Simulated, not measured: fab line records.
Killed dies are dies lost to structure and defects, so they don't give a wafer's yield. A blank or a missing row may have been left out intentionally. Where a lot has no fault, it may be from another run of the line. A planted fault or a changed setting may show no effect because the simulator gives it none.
fab line records | flow rit_cmos
[record] lots = 6 | wafers = 18 | last_day = 7
route steps=202 shown PSD@144 SDANNEAL@153 NSD@158 PLDD@159 NLDD@160 M1@202
lots untouched by any fault: they come from a run of this same line in which no faults occurred
start_h: hours from the record's opening day to when the first of the lot's shown wafers began | wait_h: how many hours have passed since the lot's step before this one | " the same as in the row above | L1.1+2: one row covering several wafers at once | - no value, or no start given | * or withheld: withheld | < > ~ a bound
route shown NAME@n: NAME is a module with steps in the file, n the number in the route of the first one | usual: mean/standard deviation taken from wafers without a fault | same: alike in all rows | chamber/n: place in a boat | sites: readings site by site | _std_site: the values' standard deviation | _edge_site: the outer-site mean with the inner-site mean subtracted | radius_mm: how far each site lies from the wafer's centre | mask NAME#n: copy n | behind: the last tool/chamber to shape the wafer | hold: what put the lot on hold/how long, in hours/how the hold closed | device: the transistor (n, p or np) that didn't switch | end of line: the route-end tests of the same wafers | step lacking rows: just its recipe | killed: not the wafer's yield, but the dies lost to structure and defects at the first sort | map: dies across one wafer; x = killed, . = not, _ = none there
set.NAME: the run value of the setting; set.NAME@STEP: its run value at that earlier step | model.NAME: the simulator's own value behind a step, which no gauge read
lots at some steps of the route; a table a step, a row a wafer
services: from which hour (start_h, from the record's first day; less than 0 if before it) a tool's chamber was out of use, for how many hours, and why
[[steps]]
[step RIT_PSD_SOFTBAKE_02]
[recipe] resist = NOVOLAK | temp_c = 90 | time_s = 60
[step RIT_PSD_EXPOSE_03]
[recipe] mask_id = M10 | na = 0.57 | target_cd_nm = 40900 | dose_mj = 250
[step RIT_PSD_PEB_04]
[recipe] resist = NOVOLAK | temp_c = withheld | time_s = withheld
[step RIT_PSD_DEVELOP_05]
[recipe] resist = NOVOLAK | develop_time_s = 50 | dev_temp_c = 23
[step RIT_PSD_OVL_MEAS_06]
[usual] PSD_OVL = -0.4/1.7
lot.wafer | tool       | chamber | start_h | wait_h | PSD_OVL[nm]
L995.1    | overlay-01 | -       | 49.29   | -      | 3.1
L995.2    | "          | -       | "       | "      | 4.1
L995.6    | "          | -       | "       | "      | 1.2
L996.2    | overlay-02 | -       | 54.71   | -      | -2.2
L996.5    | "          | -       | "       | "      | -4.0
L996.6    | "          | -       | "       | "      | -3.0
L103.1    | overlay-02 | -       | 89.29   | -      | -2.7
L103.2    | "          | -       | "       | "      | -0.4
L103.5    | "          | -       | "       | "      | -1.6
L105.2    | overlay-01 | -       | 100.95  | -      | -0.1
L105.3    | "          | -       | "       | "      | -2.1
L105.5    | "          | -       | "       | "      | 0.3
L113.2    | overlay-01 | -       | 138.03  | -      | -2.2
L113.4    | "          | -       | "       | "      | -2.3
L113.5    | "          | -       | "       | "      | -1.4
L118.1    | overlay-02 | -       | 162.98  | -      | 1.1
L118.3    | "          | -       | "       | "      | -1.0
L118.6    | "          | -       | "       | "      | -0.3
[step RIT_PSD_HARDBAKE_07]
[recipe] resist = NOVOLAK | temp_c = 140 | time_s = 60
[step RIT_PSD_IMPLANT_08]
[recipe] species = BF2 | energy_kev = 27 | dose_cm2 = 5e+15 | tilt_deg = 7
[step RIT_PSD_STRIP_09]
[recipe] chemistry = O2 | time_s = 180 | resist = NOVOLAK | platen_temp_c = withheld | power_w = 500 | pressure_mtorr = 4000 | o2_flow_sccm = 4000
[usual] drypump_motor_current_A = 6.1/0.57
lot.wafer | tool            | chamber | start_h | wait_h | drypump_motor_current_A | rf_hours_counter_h
L995.1    | plasma_asher-04 | 0       | 49.62   | 0.1    | 5.9                     | 26
L995.2    | "               | 1       | "       | "      | 6.6                     | 26
L995.6    | "               | 1       | "       | "      | 6.6                     | -
L996.2    | plasma_asher-02 | 1       | 55.29   | 0.1    | 4.9                     | 37
L996.5    | "               | 0       | "       | "      | 6.8                     | -
L996.6    | "               | 1       | "       | "      | 5.0                     | -
L103.1    | plasma_asher-01 | 0       | 89.63   | 0.1    | 6.1                     | 43
L103.2    | "               | 1       | "       | "      | 6.1                     | 43
L103.5    | "               | 0       | "       | "      | 6.1                     | -
L105.2    | plasma_asher-04 | 0       | 101.28  | 0.1    | 5.9                     | 30
L105.3    | "               | 1       | "       | "      | 6.6                     | -
L105.5    | "               | 0       | "       | "      | 5.9                     | -
L113.2    | plasma_asher-02 | 1       | 138.36  | 0.1    | 5.0                     | 46
L113.4    | "               | 1       | "       | "      | 5.0                     | -
L113.5    | "               | 0       | "       | "      | 6.7                     | -
L118.1    | plasma_asher-02 | 1       | 163.31  | 0.1    | 5.0                     | 49
L118.3    | "               | 1       | "       | "      | 4.9                     | -
L118.6    | "               | 0       | "       | "      | 6.8                     | -
[step RIT_PSD_TW_MEAS_10]
[usual] PSD_TW = 3423/28
lot.wafer | tool          | chamber | start_h | wait_h | PSD_TW
L995.1    | film_metro-02 | -       | 49.80   | 0.1    | 3388
L995.2    | "             | -       | "       | "      | 3391
L995.6    | "             | -       | "       | "      | 3411
L996.2    | film_metro-02 | -       | 55.47   | 0.1    | 3395
L996.5    | "             | -       | "       | "      | 3387
L996.6    | "             | -       | "       | "      | 3380
L103.1    | film_metro-01 | -       | 89.80   | 0.1    | 3453
L103.2    | "             | -       | "       | "      | 3459
L103.5    | "             | -       | "       | "      | 3473
L105.2    | film_metro-02 | -       | 101.47  | 0.1    | 3411
L105.3    | "             | -       | "       | "      | 3396
L105.5    | "             | -       | "       | "      | 3405
L113.2    | film_metro-01 | -       | 138.55  | 0.1    | 3437
L113.4    | "             | -       | "       | "      | 3434
L113.5    | "             | -       | "       | "      | 3447
L118.1    | film_metro-01 | -       | 163.49  | 0.1    | 3464
L118.3    | "             | -       | "       | "      | 3452
L118.6    | "             | -       | "       | "      | 3461
[step RIT_SDANNEAL_CLEAN_00]
[recipe] chemistry = SC1 | mix = 3:3:50 | time_s = 600 | temp_c = 75
[step RIT_SDANNEAL_CLEAN_01]
[recipe] chemistry = dHF | dilution = 50:1 | time_s = 30
[step RIT_SDANNEAL_CLEAN_02]
[recipe] chemistry = SC2 | mix = 3:3:50 | time_s = 600 | temp_c = 75 | dry = n2_spin
[step RIT_SDANNEAL_RTA_03]
[recipe] temp_c = 1050 | time_s = 5 | idle_temp_c = 600 | ramp_up_c_per_s = 342 | ramp_down_c_per_s = 171 | cool_to_c = 600 | ambient = N2
[usual] wafer_temp_C_max = 1053.5/1.1
lot.wafer | tool          | chamber | start_h | wait_h | wafer_temp_C_max
L995.1    | rtp_anneal-02 | 0       | 50.23   | 0.0    | 1052.6
L995.2    | "             | 0       | "       | "      | 1052.2
L995.6    | "             | 0       | "       | "      | 1054.9
L996.2    | rtp_anneal-01 | 0       | 55.90   | 0.0    | 1054.0
L996.5    | "             | 0       | "       | "      | 1053.5
L996.6    | "             | 0       | "       | "      | 1053.8
L103.1    | rtp_anneal-02 | 0       | 90.24   | 0.0    | 1052.5
L103.2    | "             | 0       | "       | "      | 1053.7
L103.5    | "             | 0       | "       | "      | 1052.7
L105.2    | rtp_anneal-02 | 0       | 101.93  | 0.0    | 1053.5
L105.3    | "             | 0       | "       | "      | 1053.9
L105.5    | "             | 0       | "       | "      | 1051.3
L113.2    | rtp_anneal-01 | 0       | 138.97  | 0.0    | 1051.1
L113.4    | "             | 0       | "       | "      | 1052.3
L113.5    | "             | 0       | "       | "      | 1052.4
L118.1    | rtp_anneal-02 | 0       | 163.95  | 0.0    | 1053.5
L118.3    | "             | 0       | "       | "      | 1054.4
L118.6    | "             | 0       | "       | "      | 1053.9
[step RIT_SDANNEAL_RS_MEAS_04]
[recipe] thk_meas_gauge = four-point-probe
[usual] PSD_RS = 115.88/0.29
lot.wafer | tool          | chamber | start_h | wait_h | PSD_RS[ohm/sq]
L995.1    | film_metro-03 | -       | 50.28   | 0.0    | 115.80
L995.2    | "             | -       | "       | "      | 115.88
L995.6    | "             | -       | "       | "      | 115.64
L996.2    | film_metro-01 | -       | 55.97   | 0.1    | 115.77
L996.5    | "             | -       | "       | "      | 115.69
L996.6    | "             | -       | "       | "      | 115.85
L103.1    | film_metro-02 | -       | 90.30   | 0.0    | 112.00
L103.2    | "             | -       | "       | "      | 111.96
L103.5    | "             | -       | "       | "      | 112.40
L105.2    | film_metro-03 | -       | 102.00  | 0.1    | 112.67
L105.3    | "             | -       | "       | "      | 112.95
L105.5    | "             | -       | "       | "      | 112.78
L113.2    | film_metro-01 | -       | 139.04  | 0.1    | 115.68
L113.4    | "             | -       | "       | "      | 116.16
L113.5    | "             | -       | "       | "      | 115.86
L118.1    | film_metro-02 | -       | 164.00  | 0.0    | 116.46
L118.3    | "             | -       | "       | "      | 115.90
L118.6    | "             | -       | "       | "      | 116.14
[step RIT_SDANNEAL_RS_MEAS_05]
[recipe] thk_meas_gauge = four-point-probe
[usual] NSD_RS = 84.52/0.24
lot.wafer | tool          | chamber | start_h | wait_h | NSD_RS[ohm/sq]
L995.1    | film_metro-03 | -       | 50.40   | 0.1    | 84.43
L995.2    | "             | -       | "       | "      | 84.56
L995.6    | "             | -       | "       | "      | 84.64
L996.2    | film_metro-01 | -       | 56.09   | 0.1    | 84.41
L996.5    | "             | -       | "       | "      | 84.51
L996.6    | "             | -       | "       | "      | 84.32
L103.1    | film_metro-02 | -       | 90.42   | 0.1    | 84.09
L103.2    | "             | -       | "       | "      | 83.98
L103.5    | "             | -       | "       | "      | 84.31
L105.2    | film_metro-03 | -       | 102.12  | 0.1    | 83.72
L105.3    | "             | -       | "       | "      | 83.50
L105.5    | "             | -       | "       | "      | 83.81
L113.2    | film_metro-01 | -       | 139.16  | 0.1    | 84.73
L113.4    | "             | -       | "       | "      | 84.58
L113.5    | "             | -       | "       | "      | 84.54
L118.1    | film_metro-02 | -       | 164.12  | 0.1    | 84.34
L118.3    | "             | -       | "       | "      | 84.43
L118.6    | "             | -       | "       | "      | 84.51
[step RIT_SDANNEAL_RS_MEAS_06]
[recipe] thk_meas_gauge = four-point-probe
[usual] PLDD_RS = 178.7/0.46
lot.wafer | tool          | chamber | start_h | wait_h | PLDD_RS[ohm/sq]
L995.1    | film_metro-03 | -       | 50.52   | 0.1    | 178.7
L995.2    | "             | -       | "       | "      | 178.5
L995.6    | "             | -       | "       | "      | 178.4
L996.2    | film_metro-01 | -       | 56.21   | 0.1    | 178.7
L996.5    | "             | -       | "       | "      | 178.1
L996.6    | "             | -       | "       | "      | 178.7
L103.1    | film_metro-02 | -       | 90.54   | 0.1    | 174.9
L103.2    | "             | -       | "       | "      | 174.9
L103.5    | "             | -       | "       | "      | 174.8
L105.2    | film_metro-03 | -       | 102.24  | 0.1    | 175.7
L105.3    | "             | -       | "       | "      | 175.5
L105.5    | "             | -       | "       | "      | 175.5
L113.2    | film_metro-01 | -       | 139.28  | 0.1    | 179.1
L113.4    | "             | -       | "       | "      | 179.0
L113.5    | "             | -       | "       | "      | 179.5
L118.1    | film_metro-02 | -       | 164.24  | 0.1    | 179.3
L118.3    | "             | -       | "       | "      | 179.2
L118.6    | "             | -       | "       | "      | 178.8
[step RIT_SDANNEAL_RS_MEAS_07]
[recipe] thk_meas_gauge = four-point-probe
[usual] NLDD_RS = 151.5/0.48
lot.wafer | tool          | chamber | start_h | wait_h | NLDD_RS[ohm/sq]
L995.1    | film_metro-03 | -       | 50.64   | 0.1    | 151.2
L995.2    | "             | -       | "       | "      | 151.2
L995.6    | "             | -       | "       | "      | 150.8
L996.2    | film_metro-01 | -       | 56.33   | 0.1    | 151.0
L996.5    | "             | -       | "       | "      | 151.6
L996.6    | "             | -       | "       | "      | 151.2
L103.1    | film_metro-02 | -       | 90.66   | 0.1    | 150.6
L103.2    | "             | -       | "       | "      | 150.8
L103.5    | "             | -       | "       | "      | 150.9
L105.2    | film_metro-03 | -       | 102.36  | 0.1    | 150.3
L105.3    | "             | -       | "       | "      | 150.1
L105.5    | "             | -       | "       | "      | 150.3
L113.2    | film_metro-01 | -       | 139.40  | 0.1    | 151.2
L113.4    | "             | -       | "       | "      | 151.0
L113.5    | "             | -       | "       | "      | 151.3
L118.1    | film_metro-02 | -       | 164.36  | 0.1    | 151.7
L118.3    | "             | -       | "       | "      | 151.7
L118.6    | "             | -       | "       | "      | 151.3
[step RIT_M1_PROBE_99]
[usual] killed_at_contacts = 0.1/0.28 | killed_at_front_end = 6.5/3 | killed_dies = 7/3 | killed_open = 3.2/2 | killed_short = 3.2/1.9
[same] gross_dies = 264 | killed_at_M0_to_M3 = 0 | killed_at_M4_up = 0 | killed_at_back_side = 0 | killed_at_other = 0
lot.wafer | tool      | chamber | start_h | wait_h | killed_at_contacts | killed_at_front_end | killed_dies | killed_open | killed_short | model.etest.pmos_turned.r_on_ohm_um | model.etest.pmos_turned.drive_ua_um | model.etest.pmos_0p15.drive_ua_um | model.etest.contact_nplus.end_ohm_um | model.etest.retro_edge_pmos.off_log10_a_um | model.etest.pmos_0p15.off_log10_a_um | model.etest.ring.quiet_log10_a | model.etest.pmos_narrow.off_log10_a_um
L995.1    | prober-01 | -       | 58.82   | 0.1    | 0                  | 4                   | 4           | 3           | 1            | 3459                                | 184.5                               | 246.7                             | 42.28                                | -10.28                                     | -10.38                               | -7.839                         | -12.97
L995.2    | prober-01 | -       | 58.87   | 0.1    | 0                  | 6                   | 6           | 2           | 4            | 3416                                | 189.4                               | 253.2                             | 41.52                                | -10.48                                     | -10.55                               | -7.902                         | -12.96
L995.6    | prober-01 | -       | 59.07   | 0.2    | 0                  | 7                   | 7           | 3           | 4            | 3300                                | 197.5                               | 260.8                             | 42.04                                | -10.16                                     | -10.27                               | -7.575                         | -12.91
L996.2    | prober-02 | -       | 63.67   | 0.1    | 0                  | 8                   | 8           | 2           | 6            | 3490                                | 184.8                               | 245.7                             | 41.11                                | -10.38                                     | -10.58                               | -8.161                         | -12.83
L996.5    | prober-02 | -       | 63.82   | 0.2    | 2                  | 9                   | 11          | 5           | 6            | 3510                                | 184.7                               | 246.7                             | 40.45                                | -10.67                                     | -10.74                               | -8.274                         | -12.88
L996.6    | prober-02 | -       | 63.87   | 0.2    | 0                  | 12                  | 12          | 6           | 6            | 3528                                | 183.9                               | 245.2                             | 41.47                                | -10.56                                     | -10.66                               | -8.205                         | -12.94
L103.1    | prober-01 | -       | 98.67   | 0.1    | 0                  | 8                   | 8           | 4           | 4            | 3410                                | 196                                 | 256.5                             | 46.2                                 | -10.15                                     | -10.17                               | -7.59                          | -12.77
L103.2    | prober-01 | -       | 98.72   | 0.1    | 0                  | 7                   | 7           | 5           | 2            | 3541                                | 185.6                               | 245.8                             | 45.74                                | -10.16                                     | -10.33                               | -7.742                         | -12.53
L103.5    | prober-01 | -       | 98.87   | 0.2    | 0                  | 7                   | 7           | 5           | 2            | 3478                                | 191                                 | 251.8                             | 45.08                                | -10.37                                     | -10.51                               | -7.86                          | -12.52
L105.2    | prober-01 | -       | 110.04  | 0.1    | 0                  | 4                   | 4           | 3           | 1            | 3065                                | 223.1                               | 287.3                             | 42.76                                | -9.294                                     | -9.397                               | -6.915                         | -12.68
L105.3    | prober-01 | -       | 110.09  | 0.2    | 1                  | 7                   | 8           | 4           | 4            | 3056                                | 224.8                               | 292.2                             | 43.87                                | -9.054                                     | -9.206                               | -6.747                         | -12.42
L105.5    | prober-01 | -       | 110.19  | 0.2    | 1                  | 2                   | 3           | 2           | 1            | 3037                                | 223.7                               | 287.6                             | 43.56                                | -9.68                                      | -9.748                               | -7.301                         | -12.49
L113.2    | prober-01 | -       | 146.88  | 0.1    | 0                  | 15                  | 15          | 9           | 5            | 3465                                | 187.6                               | 252.2                             | 41.8                                 | -10.26                                     | -10.36                               | -7.947                         | -12.79
L113.4    | prober-01 | -       | 146.98  | 0.2    | 0                  | 5                   | 5           | 4           | 1            | 3457                                | 188                                 | 250.7                             | 41.86                                | -10.25                                     | -10.33                               | -7.86                          | -12.92
L113.5    | prober-01 | -       | 147.03  | 0.2    | 0                  | 5                   | 5           | 2           | 3            | 3510                                | 185.3                               | 248.3                             | 40.9                                 | -10.54                                     | -10.74                               | -8.225                         | -12.81
L118.1    | prober-02 | -       | 171.41  | 0.1    | 0                  | 6                   | 6           | 4           | 2            | 3504                                | 186.7                               | 252.3                             | 39.98                                | -10.26                                     | -10.4                                | -7.893                         | -12.93
L118.3    | prober-02 | -       | 171.51  | 0.2    | 0                  | 14                  | 14          | 10          | 4            | 3487                                | 183.2                               | 249.9                             | 41.05                                | -10.22                                     | -10.5                                | -7.993                         | -12.86
L118.6    | prober-02 | -       | 171.66  | 0.2    | 0                  | 4                   | 4           | 3           | 1            | 3412                                | 191.2                               | 255                               | 39.88                                | -10.17                                     | -10.39                               | -7.901                         | -12.82
// killed by level:class
L995.1 SILICIDE:geometric_particle:open=2 REOX:geometric_particle:short=1 SPACER:geometric_particle:open=1
L995.2 SILICIDE:geometric_particle:short=2 FOX1:geometric_particle:short=1 GATE:geometric_particle:short=1 SPACER:geometric_particle:open=1 SILICIDE:geometric_particle:open=1
L995.6 FOX2:geometric_particle:short=3 FOX1:geometric_particle:open=1 FOX1:geometric_particle:short=1 FOX2:geometric_particle:open=1 GATE:geometric_particle:open=1
L996.2 GATE:geometric_particle:short=2 FOX2:geometric_particle:short=1 FOX2:geometric_particle:open=1 GATE:geometric_particle:open=1 REOX:geometric_particle:short=1 SPACER:geometric_particle:short=1 SILICIDE:geometric_particle:short=1
L996.5 GATE:geometric_particle:short=3 GATE:geometric_particle:open=2 SPACER:geometric_particle:open=2 SILICIDE:geometric_particle:short=2 CONTACT:geometric_particle:short=1 CONTACT:geometric_particle:open=1
L996.6 GATE:geometric_particle:open=4 GATE:geometric_particle:short=3 FOX1:geometric_particle:open=2 SILICIDE:geometric_particle:short=2 REOX:geometric_particle:short=1
L103.1 GATE:geometric_particle:open=3 GATE:geometric_particle:short=3 FOX2:geometric_particle:open=1 SILICIDE:geometric_particle:short=1
L103.2 GATE:geometric_particle:short=2 GATE:geometric_particle:open=2 SPACER:geometric_particle:open=2 FOX1:geometric_particle:open=1
L103.5 REOX:geometric_particle:open=2 FOX1:geometric_particle:open=1 GATE:geometric_particle:open=1 REOX:geometric_particle:short=1 SILICIDE:geometric_particle:open=1 SILICIDE:geometric_particle:short=1
L105.2 GATE:geometric_particle:open=2 FOX1:geometric_particle:open=1 REOX:geometric_particle:short=1
L105.3 FOX1:geometric_particle:short=2 GATE:geometric_particle:open=2 FOX1:geometric_particle:open=1 GATE:geometric_particle:short=1 REOX:geometric_particle:short=1 CONTACT:geometric_particle:open=1
L105.5 FOX1:geometric_particle:open=2 CONTACT:geometric_particle:short=1
L113.2 FOX1:geometric_particle:open=4 GATE:geometric_particle:open=3 FOX1:geometric_particle:short=2 GATE:geometric_particle:short=2 ACTIVE:geometric_particle:open=1 REOX:geometric_particle:short=1 SILICIDE:geometric_particle:open=1 NWELL:coat_microbubble_printed=1
L113.4 GATE:geometric_particle:open=3 FOX1:geometric_particle:open=1 FOX1:geometric_particle:short=1
L113.5 REOX:geometric_particle:short=2 GATE:geometric_particle:short=1 GATE:geometric_particle:open=1 REOX:geometric_particle:open=1
L118.1 GATE:geometric_particle:open=3 GATE:geometric_particle:short=2 FOX2:geometric_particle:open=1
L118.3 REOX:geometric_particle:open=4 FOX2:geometric_particle:open=3 FOX1:geometric_particle:short=2 GATE:geometric_particle:open=2 GATE:geometric_particle:short=2 SPACER:geometric_particle:open=1
L118.6 GATE:geometric_particle:open=2 GATE:geometric_particle:short=1 SPACER:geometric_particle:open=1
[[services]]
tool            | chamber | start_h | hours | kind
plasma_asher-02 | -       | 50.39   | 3.1   | repair
plasma_asher-04 | -       | 78.37   | 17.6  | repair
rtp_anneal-02   | -       | 107.59  | 4.7   | pm
plasma_asher-02 | -       | 111.69  | 0.8   | repair
plasma_asher-01 | -       | 122.12  | 4.2   | pm
plasma_asher-04 | -       | 160.67  | 3.1   | repair
[[key]]
[first_sign] step = RIT_SDANNEAL_RS_MEAS_04 | reading = PSD_RS | direction = down | sigmas = 12 | usual = 115.88 | struck = 112.46
[effect] step = RIT_SDANNEAL_RS_MEAS_05 | reading = NSD_RS | direction = down | sigmas = 2.6 | usual = 84.52 | struck = 83.90
[effect] step = RIT_SDANNEAL_RS_MEAS_06 | reading = PLDD_RS | direction = down | sigmas = 7.5 | usual = 178.7 | struck = 175.2
[effect] step = RIT_SDANNEAL_RS_MEAS_07 | reading = NLDD_RS | direction = down | sigmas = 2.1 | usual = 151.5 | struck = 150.5
[model_effect] step = RIT_M1_PROBE_99 | value = etest.pmos_turned.r_on_ohm_um | without = 3487 | struck = 3265
met_at RIT_SDANNEAL_RTA_03
struck_wafers L103.1,L103.2,L103.5,L105.2,L105.3,L105.5
tester_left_out L103,L105
onset_between 50.23 90.24
[fault] kind = process_parameter_drift | tool = rtp_anneal-02 | chamber = - | onset_h = 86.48 | steps = RIT_SDANNEAL_RTA_03 | channel = time_s | offset = * | shape = step | end_h = 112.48 | acts_in = * | stated = *
// tester_left_out: of these lots the tester's yield and bins aren't shown, on N5 and GAA mostly nor the transistor test; their killed dies are dies lost to structure and defects alone, not to doping, threshold or leakage, so they don't give the yield
